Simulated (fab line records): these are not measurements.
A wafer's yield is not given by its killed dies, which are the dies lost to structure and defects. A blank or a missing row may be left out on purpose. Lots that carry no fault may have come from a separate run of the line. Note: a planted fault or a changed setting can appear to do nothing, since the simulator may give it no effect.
Matching of chambers    flow berkeley-cmos170    UCB170_SPACER_CVD_00 on pecvd-02: 3 sister chambers
The step deposits SiO2 from TEOS/O2, target thk 376 nm, time 47 s. 14 wafers are shown with their chamber, then 7 later ones without.

WAFERS PAIRED WITH THEIR CHAMBERS
wafer   chamber  heater-power-w (W)
L351.2  2        298
L351.3  1        242
L351.6  2        316
L358.1  1        184
L358.4  2        328
L358.6  1        193
L360.1  2        326
L360.2  1        182
L360.3  0        291
L363.1  0        309
L363.2  2        315
L363.6  0        219
L366.3  2        319
L366.4  1        230

SIGNATURES, as means of the wafers listed above
reading         chamber 0  chamber 1  chamber 2  scatter within a chamber
heater-power-w  273.00     206.20     317.00     27.3
Rule: a wafer's distance from a chamber is the root of the sum, over the readings, of the square of ((its reading less the chamber's mean) divided by the reading's scatter). The wafer belongs to the nearest chamber; if the next one is less than 2 further off, it can't be placed. The scatter: the root of (the sum of the squares of (reading less its chamber's mean) over the shown wafers, divided by (wafers less chambers)).

WAFERS WITH NO CHAMBER GIVEN
wafer   heater-power-w (W)
L366.5  272
L365.1  279
L365.5  280
L365.6  246
L369.1  313
L369.2  263
L369.5  334

THE CHAMBER EACH PASSED THROUGH
wafer   from the rows above           in truth
L366.5  can't be placed: 0 or 2       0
L365.1  can't be placed: 0 or 2       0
L365.5  can't be placed: 0 or 2       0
L365.6  can't be placed: 0 or 1 or 2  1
L369.1  can't be placed: 2 or 0       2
L369.2  can't be placed: 0 or 2 or 1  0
L369.5  can't be placed: 2 or 0       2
Correctly placed: 0 of 7. Cannot be placed on the basis of these rows: 7; the candidates contain the true chamber in 7. Number placed wrongly: 0.
